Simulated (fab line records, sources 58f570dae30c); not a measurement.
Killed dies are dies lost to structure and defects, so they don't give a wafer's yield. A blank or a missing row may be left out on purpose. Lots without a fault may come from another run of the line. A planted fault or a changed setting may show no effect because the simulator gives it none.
A struck lot beside a sound one | flow berkeley_cmos170 | 14 steps out of a route of 331
Sound: wafers L680.2, L680.4, L680.6. Struck: wafers L684.3, L684.4, L684.5. The cause comes at the end.
At each step with rows: each side's tool, then ch and its chambers, then its first start. Under that, the readings that differ: sound wafers | struck wafers | difference of the means | sigmas: that difference in standard deviations of wafers without a fault.
alike: readings whose means differ by less than 2 such deviations, and words and numbers that are the same on both sides. not compared: withheld readings, readings that some wafer has no value for, bounds like >300 that may hide the same value, and numbers for which the record gives no deviation and whose values overlap.
The two part at a step that has a row with sigmas, a row that says differs or no value, or rows on one side only. Numbers that don't overlap but have no deviation are shown without sigmas and don't part them. A reading that every wafer of one side lacks parts them only if that side has two wafers or more.

first, 2 steps without rows for these wafers: UCB170_PWELL_ANNEAL_04 (time 900 s); UCB170_PWELL_CVD_05 (deposits Si3N4 from SiH2Cl2/NH3, target thk 220 nm, time 3300 s).
UCB170_PWELL_THK_MEAS_06:
  sound on film_metro-01, day 3 22:07; struck on film_metro-02, day 4 15:22
  reading                | sound             | struck            | difference | sigmas
  PWELL_NITRIDE_THK (nm) | 222.5 225.1 224.7 | 218.3 217.6 218.8 | -5.9       | -3
then, 6 steps without rows for these wafers: UCB170_PWELL_HMDS_07 (prime time 60 s); UCB170_PWELL_COAT_08 (resist thk 900 nm); UCB170_PWELL_SOFTBAKE_09 (time 60 s); UCB170_PWELL_EXPOSE_10 (exposes mask PWELL, target cd 3000 nm); UCB170_PWELL_PEB_11; UCB170_PWELL_DEVELOP_12 (develop time 45 s).
UCB170_PWELL_OVL_MEAS_13:
  sound on overlay-01, day 4 00:28; struck on overlay-02, day 4 18:33
  alike: PWELL_OVL
UCB170_PWELL_ETCH_14: etches Si3N4 in CH3F/Ar/O2, stops on SiO2, target depth 242 nm, time 151 s.
  sound on rie_diel-04 ch 0,1,3, day 4 00:29; struck on rie_diel-04 ch 2,3, day 4 18:35
  alike: drypump_motor_current_A, oes_product_au, throttle_valve_pct
  not compared: rf_hours_counter_h
then, 1 step without rows for these wafers: UCB170_PWELL_IMPLANT_15.
UCB170_PWELL_STRIP_16: strips in O2.
  sound on plasma_asher-01 ch 1, day 4 00:45; struck on plasma_asher-02 ch 0,1, day 4 18:52
  no value came back on the struck wafers for chamber_pressure_mTorr (mTorr), drypump_motor_current_A (A), oes_product_au (a.u.), strip_time_to_endpoint_s (s); on the sound wafers chamber_pressure_mTorr (mTorr) reads 3500 3501 3492
  reading                                | sound | struck          | difference | sigmas
  model.KrF_of_PWELL_COAT_08.thk_nm (nm) | 0 0 0 | 721.4 725.3 726 | +724.2     |
  not compared: rf_hours_counter_h
UCB170_PWELL_TW_MEAS_17:
  sound on film_metro-04, day 4 00:52; struck on film_metro-04, day 4 18:57
  alike: PWELL_TW

WHERE THEY PART
First at UCB170_PWELL_THK_MEAS_06; last, within this record, at UCB170_PWELL_STRIP_16. Later steps at which nothing parts them and some readings are alike: UCB170_PWELL_TW_MEAS_17.

WHY: what the simulator had put in
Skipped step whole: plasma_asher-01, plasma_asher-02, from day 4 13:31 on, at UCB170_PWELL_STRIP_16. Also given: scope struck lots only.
